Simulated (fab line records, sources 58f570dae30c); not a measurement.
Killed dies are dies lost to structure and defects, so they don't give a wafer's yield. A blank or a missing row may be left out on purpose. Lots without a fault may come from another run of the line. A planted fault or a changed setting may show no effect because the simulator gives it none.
A struck lot beside a sound one | flow berkeley_cmos170 | 14 steps out of a route of 331
Sound: wafers L289.3, L289.5, L289.6. Struck: wafers L286.2, L286.3, L286.5. The cause comes at the end.
At each step with rows: each side's tool, then ch and its chambers, then its first start. Under that, the readings that differ: sound wafers | struck wafers | difference of the means | sigmas: that difference in standard deviations of wafers without a fault.
alike: readings whose means differ by less than 2 such deviations, and words and numbers that are the same on both sides. not compared: withheld readings, readings that some wafer has no value for, bounds like >300 that may hide the same value, and numbers for which the record gives no deviation and whose values overlap.
The two part at a step that has a row with sigmas, a row that says differs or no value, or rows on one side only. Numbers that don't overlap but have no deviation are shown without sigmas and don't part them. A reading that every wafer of one side lacks parts them only if that side has two wafers or more.

first, 1 step without rows for these wafers: UCB170_CONTACT_CVD_01 (deposits PSG from SiH4/O2/PH3, target thk 700 nm, time 2820 s).
UCB170_CONTACT_THK_MEAS_02:
  sound on film_metro-01, day 11 14:12; struck on film_metro-02, day 10 22:00
  alike: CONTACT_PSG_THK
then, 3 steps without rows for these wafers: UCB170_CONTACT_HMDS_03 (prime time 60 s); UCB170_CONTACT_COAT_04 (resist thk 900 nm); UCB170_CONTACT_SOFTBAKE_05 (time 60 s).
UCB170_CONTACT_STRIP_06: strips in O2.
  sound on plasma_asher-04 ch 0,1, day 11 14:43; struck on plasma_asher-04 ch 0,1, day 10 22:42
  alike: drypump_motor_current_A, oes_product_au, strip_time_to_endpoint_s
  not compared: rf_hours_counter_h
then, 1 step without rows for these wafers: UCB170_CONTACT_CLEAN_07 (cleans in SPM, time 600 s).
UCB170_CONTACT_RTA_08: time 10 s.
  sound on rtp_anneal-01 ch 0, day 11 15:50; struck on rtp_anneal-02 ch 0, day 10 22:59
  alike: lamp_power_pct, wafer_temp_C_max
then, 4 steps without rows for these wafers: UCB170_CONTACT_COAT_09; UCB170_CONTACT_COAT_10 (resist thk 900 nm); UCB170_CONTACT_SOFTBAKE_11 (time 60 s); UCB170_CONTACT_EXPOSE_12 (exposes mask CONT, target cd 700 nm).
UCB170_CONTACT_PEB_13:
  sound on litho_track-03 ch 0, day 11 17:07; struck on litho_track-01, day 10 23:54
  no value came back on the struck wafers for chill_plate_temp_C (C), exhaust_pa (Pa); on the sound wafers chill_plate_temp_C (C) reads 23.15 23.08 23.15
then, 1 step without rows for these wafers: UCB170_CONTACT_DEVELOP_14 (develop time 45 s).

WHERE THEY PART
Only at UCB170_CONTACT_PEB_13, within this record.

WHY: what the simulator had put in
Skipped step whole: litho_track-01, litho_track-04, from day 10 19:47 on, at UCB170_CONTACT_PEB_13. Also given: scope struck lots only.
